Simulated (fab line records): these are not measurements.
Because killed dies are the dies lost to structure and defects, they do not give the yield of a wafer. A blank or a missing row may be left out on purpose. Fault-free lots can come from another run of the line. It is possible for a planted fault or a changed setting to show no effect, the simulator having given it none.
Which tool was responsible? :: flow ritCmos :: 14 lots with 42 wafers sampled at 6 steps, on a route of 202 steps

== WHAT EACH GAUGE READ, for each wafer ==
RIT_FOX1_THK_MEAS_01. Usual: FOX1_OXIDE_THK gives 349 nm (standard deviation 6.1).
lot: L585
measured: day 1 17:56
on: filmMetro-03
FOX1_OXIDE_THK (nm): 338 342 340
flag: 

lot: L588
measured: day 2 08:02
on: filmMetro-02
FOX1_OXIDE_THK (nm): 350 351 354
flag: 

lot: L589
measured: day 2 14:34
on: filmMetro-03
FOX1_OXIDE_THK (nm): 361 357 358
flag: 

lot: L590
measured: day 2 17:49
on: filmMetro-02
FOX1_OXIDE_THK (nm): 348 351 344
flag: 

lot: L591
measured: day 2 23:19
on: filmMetro-02
FOX1_OXIDE_THK (nm): 338 347 345
flag: 

lot: L592
measured: day 3 03:57
on: filmMetro-02
FOX1_OXIDE_THK (nm): 343 351 342
flag: 

lot: L593
measured: day 3 08:51
on: filmMetro-02
FOX1_OXIDE_THK (nm): 341 348 347
flag: 

lot: L594
measured: day 3 16:37
on: filmMetro-02
FOX1_OXIDE_THK (nm): 346 346 349
flag: 

lot: L596
measured: day 4 00:07
on: filmMetro-03
FOX1_OXIDE_THK (nm): 351 354 361
flag: 

lot: L601
measured: day 5 02:02
on: filmMetro-02
FOX1_OXIDE_THK (nm): 350 346 348
flag: 

lot: L602
measured: day 5 08:44
on: filmMetro-03
FOX1_OXIDE_THK (nm): 355 351 348
flag: 

lot: L606
measured: day 6 05:02
on: filmMetro-02
FOX1_OXIDE_THK (nm): 349 355 342
flag: 

lot: L607
measured: day 6 11:18
on: filmMetro-04
FOX1_OXIDE_THK (nm): 354 353 352
flag: 

lot: L608
measured: day 6 18:37
on: filmMetro-02
FOX1_OXIDE_THK (nm): 348 346 343
flag: 

RIT_PLDD_OVL_MEAS_06. Usual: PLDD_OVL gives -0.5 nm (standard deviation 1.5).
lot: L585
measured: day 2 19:43
on: overlay-01
PLDD_OVL (nm): 0.6 2.0 2.1
flag: 

lot: L588
measured: day 3 10:08
on: overlay-02
PLDD_OVL (nm): 0.1 1.9 0.1
flag: 

lot: L589
measured: day 3 17:48
on: overlay-01
PLDD_OVL (nm): -2.4 -1.6 -4.2
flag: 

lot: L590
measured: day 3 20:57
on: overlay-01
PLDD_OVL (nm): 3.7 3.0 3.7
flag: 

lot: L591
measured: day 4 01:36
on: overlay-02
PLDD_OVL (nm): -0.9 0.1 -0.7
flag: 

lot: L592
measured: day 4 05:34
on: overlay-01
PLDD_OVL (nm): 0.3 -0.9 -0.4
flag: 

lot: L593
measured: day 4 12:02
on: overlay-01
PLDD_OVL (nm): 0.3 0.1 0.4
flag: 

lot: L594
measured: day 4 18:02
on: overlay-02
PLDD_OVL (nm): -1.4 -0.6 0.4
flag: 

lot: L596
measured: day 5 02:08
on: overlay-02
PLDD_OVL (nm): -2.7 0.4 0.0
flag: 

lot: L601
measured: day 6 07:27
on: overlay-02
PLDD_OVL (nm): -0.1 -0.7 -0.3
flag: 

lot: L602
measured: day 6 11:08
on: overlay-02
PLDD_OVL (nm): -0.7 -1.6 -1.8
flag: 

lot: L606
measured: day 7 14:30
on: overlay-02
PLDD_OVL (nm): -0.2 -2.9 -2.5
flag: 

lot: L607
measured: day 7 17:02
on: overlay-02
PLDD_OVL (nm): -0.4 -0.9 0.3
flag: 

lot: L608
measured: day 8 03:46
on: overlay-01
PLDD_OVL (nm): -2.3 -2.0 -1.5
flag: 

RIT_PSD_TW_MEAS_10. Usual: PSD_TW gives 3428 (standard deviation 16).
lot: L585
measured: day 3 01:49
on: filmMetro-04
PSD_TW: 3403 3415 3393
flag: 

lot: L588
measured: day 3 16:37
on: filmMetro-04
PSD_TW: 3432 3426 3428
flag: 

lot: L589
measured: day 4 00:06
on: filmMetro-04
PSD_TW: 3406 3424 3442
flag: 

lot: L590
measured: day 4 02:54
on: filmMetro-02
PSD_TW: 3422 3434 3418
flag: 

lot: L591
measured: day 4 07:54
on: filmMetro-04
PSD_TW: 3454 3441 3442
flag: 

lot: L592
measured: day 4 11:34
on: filmMetro-04
PSD_TW: 3147 3164 3134
flag: OFF

lot: L593
measured: day 4 18:23
on: filmMetro-01
PSD_TW: 3142 3141 3135
flag: OFF

lot: L594
measured: day 5 00:58
on: filmMetro-04
PSD_TW: 3425 3408 3427
flag: 

lot: L596
measured: day 5 08:14
on: filmMetro-02
PSD_TW: 3429 3433 3400
flag: 

lot: L601
measured: day 6 13:34
on: filmMetro-04
PSD_TW: 3459 3470 3469
flag: 

lot: L602
measured: day 6 17:31
on: filmMetro-04
PSD_TW: 3423 3437 3440
flag: 

lot: L606
measured: day 7 20:46
on: filmMetro-01
PSD_TW: 3420 3422 3439
flag: 

lot: L607
measured: day 7 23:01
on: filmMetro-01
PSD_TW: 3416 3420 3427
flag: 

lot: L608
measured: day 8 10:34
on: filmMetro-01
PSD_TW: 3452 3434 3449
flag: 

RIT_SDANNEAL_RS_MEAS_04: uses a four-point probe to measure. Usual: PSD_RS gives 115.84 ohm/sq (standard deviation 0.24).
lot: L585
measured: day 3 02:22
on: filmMetro-01
PSD_RS (ohm/sq): 115.63 115.92 115.74
flag: 

lot: L588
measured: day 3 17:08
on: filmMetro-04
PSD_RS (ohm/sq): 116.07 116.07 116.04
flag: 

lot: L589
measured: day 4 00:35
on: filmMetro-04
PSD_RS (ohm/sq): 116.04 115.75 115.62
flag: 

lot: L590
measured: day 4 03:24
on: filmMetro-01
PSD_RS (ohm/sq): 115.84 115.88 115.73
flag: 

lot: L591
measured: day 4 08:25
on: filmMetro-02
PSD_RS (ohm/sq): 115.46 115.79 115.70
flag: 

lot: L592
measured: day 4 12:04
on: filmMetro-04
PSD_RS (ohm/sq): 137.93 138.24 137.63
flag: OFF

lot: L593
measured: day 4 18:55
on: filmMetro-04
PSD_RS (ohm/sq): 138.50 138.16 137.86
flag: OFF

lot: L594
measured: day 5 01:28
on: filmMetro-01
PSD_RS (ohm/sq): 115.65 115.49 115.86
flag: 

lot: L596
measured: day 5 08:43
on: filmMetro-01
PSD_RS (ohm/sq): 115.59 115.71 115.59
flag: 

lot: L601
measured: day 6 14:03
on: filmMetro-04
PSD_RS (ohm/sq): 115.88 116.01 115.55
flag: 

lot: L602
measured: day 6 18:01
on: filmMetro-04
PSD_RS (ohm/sq): 115.96 115.77 115.54
flag: 

lot: L606
measured: day 7 21:15
on: filmMetro-01
PSD_RS (ohm/sq): 115.84 116.06 115.65
flag: 

lot: L607
measured: day 7 23:31
on: filmMetro-04
PSD_RS (ohm/sq): 115.52 115.79 115.69
flag: 

lot: L608
measured: day 8 11:04
on: filmMetro-04
PSD_RS (ohm/sq): 115.79 115.85 115.67
flag: 

== WHAT TOOL EACH LOT RAN ON (gives the tool, then ch and the chambers of the sampled wafers, and finally the start) ==
lot: L585
RIT_PWELL_STRIP_09: plasmaAsher-02 ch 0,1, day 1 23:34
RIT_PSD_IMPLANT_08: implanter-01 ch 0, day 3 01:31

lot: L588
RIT_PWELL_STRIP_09: plasmaAsher-01 ch 0,1, day 2 14:06
RIT_PSD_IMPLANT_08: implanter-03 ch 0, day 3 16:19

lot: L589
RIT_PWELL_STRIP_09: plasmaAsher-04 ch 0,1, day 2 21:14
RIT_PSD_IMPLANT_08: implanter-03 ch 0, day 3 23:47

lot: L590
RIT_PWELL_STRIP_09: plasmaAsher-02 ch 0,1, day 2 23:31
RIT_PSD_IMPLANT_08: implanter-01 ch 0, day 4 02:34

lot: L591
RIT_PWELL_STRIP_09: plasmaAsher-02 ch 0,1, day 3 05:55
RIT_PSD_IMPLANT_08: implanter-04 ch 0, day 4 07:34

lot: L592
RIT_PWELL_STRIP_09: plasmaAsher-01 ch 0, day 3 09:16
RIT_PSD_IMPLANT_08: implanter-03 ch 0, day 4 11:14

lot: L593
RIT_PWELL_STRIP_09: plasmaAsher-01 ch 1, day 3 15:58
RIT_PSD_IMPLANT_08: implanter-03 ch 0, day 4 18:04

lot: L594
RIT_PWELL_STRIP_09: plasmaAsher-04 ch 0,1, day 3 22:14
RIT_PSD_IMPLANT_08: implanter-04 ch 0, day 5 00:40

lot: L596
RIT_PWELL_STRIP_09: plasmaAsher-04 ch 0,1, day 4 05:46
RIT_PSD_IMPLANT_08: implanter-04 ch 0, day 5 07:54

lot: L601
RIT_PWELL_STRIP_09: plasmaAsher-04 ch 0,1, day 5 08:52
RIT_PSD_IMPLANT_08: implanter-01 ch 0, day 6 13:14

lot: L602
RIT_PWELL_STRIP_09: plasmaAsher-04 ch 0,1, day 5 14:16
RIT_PSD_IMPLANT_08: implanter-04 ch 0, day 6 17:13

lot: L606
RIT_PWELL_STRIP_09: plasmaAsher-04 ch 0,1, day 6 14:09
RIT_PSD_IMPLANT_08: implanter-03 ch 0, day 7 20:26

lot: L607
RIT_PWELL_STRIP_09: plasmaAsher-01 ch 0,1, day 6 17:34
RIT_PSD_IMPLANT_08: implanter-01 ch 0, day 7 22:41

lot: L608
RIT_PWELL_STRIP_09: plasmaAsher-04 ch 0,1, day 7 02:25
RIT_PSD_IMPLANT_08: implanter-04 ch 0, day 8 10:14
- RIT_PWELL_STRIP_09: strips in O2, time 180 s.
- RIT_PSD_IMPLANT_08

== AS READ BY THE TOOLS THEMSELVES (means over the sampled wafers that have a number; for cases with no such wafer, the mark the record gives instead) ==
RIT_PWELL_STRIP_09. Usual: drypumpMotorCurrentA 5.9 A, standard deviation 0.31; rfReflPowerW 7.2 W, standard deviation 1.9.
lot: L585
tool: plasmaAsher-02
drypumpMotorCurrentA (A): 6.0
rfReflPowerW (W): 8.7
flag: 

lot: L588
tool: plasmaAsher-01
drypumpMotorCurrentA (A): 6.2
rfReflPowerW (W): 8.4
flag: 

lot: L589
tool: plasmaAsher-04
drypumpMotorCurrentA (A): 5.9
rfReflPowerW (W): 5.2
flag: 

lot: L590
tool: plasmaAsher-02
drypumpMotorCurrentA (A): 6.0
rfReflPowerW (W): 8.7
flag: 

lot: L591
tool: plasmaAsher-02
drypumpMotorCurrentA (A): 5.7
rfReflPowerW (W): 9.1
flag: 

lot: L592
tool: plasmaAsher-01
drypumpMotorCurrentA (A): 6.5
rfReflPowerW (W): 9.1
flag: 

lot: L593
tool: plasmaAsher-01
drypumpMotorCurrentA (A): 6.0
rfReflPowerW (W): 8.2
flag: 

lot: L594
tool: plasmaAsher-04
drypumpMotorCurrentA (A): 5.8
rfReflPowerW (W): 5.2
flag: 

lot: L596
tool: plasmaAsher-04
drypumpMotorCurrentA (A): 5.9
rfReflPowerW (W): 5.3
flag: 

lot: L601
tool: plasmaAsher-04
drypumpMotorCurrentA (A): 5.8
rfReflPowerW (W): 4.9
flag: 

lot: L602
tool: plasmaAsher-04
drypumpMotorCurrentA (A): 5.8
rfReflPowerW (W): 5.1
flag: 

lot: L606
tool: plasmaAsher-04
drypumpMotorCurrentA (A): 5.8
rfReflPowerW (W): 5.2
flag: 

lot: L607
tool: plasmaAsher-01
drypumpMotorCurrentA (A): 6.2
rfReflPowerW (W): 8.5
flag: 

lot: L608
tool: plasmaAsher-04
drypumpMotorCurrentA (A): 5.8
rfReflPowerW (W): 5.0
flag: 

RIT_PSD_IMPLANT_08. Usual: beamEnergyKeV at 26.997, with a standard deviation of 0.0084.
lot: L585
tool: implanter-01
beamEnergyKeV: 27.001
flag: 

lot: L588
tool: implanter-03
beamEnergyKeV: 26.990
flag: 

lot: L589
tool: implanter-03
beamEnergyKeV: 27.000
flag: 

lot: L590
tool: implanter-01
beamEnergyKeV: 26.986
flag: 

lot: L591
tool: implanter-04
beamEnergyKeV: 27.004
flag: 

lot: L592
tool: implanter-03
beamEnergyKeV: 18.901
flag: OFF

lot: L593
tool: implanter-03
beamEnergyKeV: 18.902
flag: OFF

lot: L594
tool: implanter-04
beamEnergyKeV: 27.000
flag: 

lot: L596
tool: implanter-04
beamEnergyKeV: 26.995
flag: 

lot: L601
tool: implanter-01
beamEnergyKeV: 26.996
flag: 

lot: L602
tool: implanter-04
beamEnergyKeV: 27.002
flag: 

lot: L606
tool: implanter-03
beamEnergyKeV: 26.995
flag: 

lot: L607
tool: implanter-01
beamEnergyKeV: 26.995
flag: 

lot: L608
tool: implanter-04
beamEnergyKeV: 27.006
flag: 

== THE ANSWER, worked out from the rows above alone ==
Rule: lot off if the mean of its wafers having a number is beyond 3 standard deviations from the usual mean. A lot without any number at a reading at which 4 lots or more have one is off too. Any other lot the step has rows for is counted as sound. Order of review: gauges by route order, followed by the tools' own readings, for which a lot's mean as printed above is used. The first step at which some lot is off is used, and at that step the reading that is off furthest; a lot without a number counts as furthest.
Off: L592, L593, seen at RIT_PSD_TW_MEAS_10 (PSD_TW).
If a tool, at a process step before that reading, ran all the lots that are off and no sound lot after the first of them, it fits. Not tried: the gauges at RIT_PSD_TW_MEAS_10; whatever is off there is also off at RIT_PSD_IMPLANT_08, on other tools, and gauge error can't account for it. Not one of the candidates tried fits.

== WHAT WAS PUT IN BY THE SIMULATOR ==
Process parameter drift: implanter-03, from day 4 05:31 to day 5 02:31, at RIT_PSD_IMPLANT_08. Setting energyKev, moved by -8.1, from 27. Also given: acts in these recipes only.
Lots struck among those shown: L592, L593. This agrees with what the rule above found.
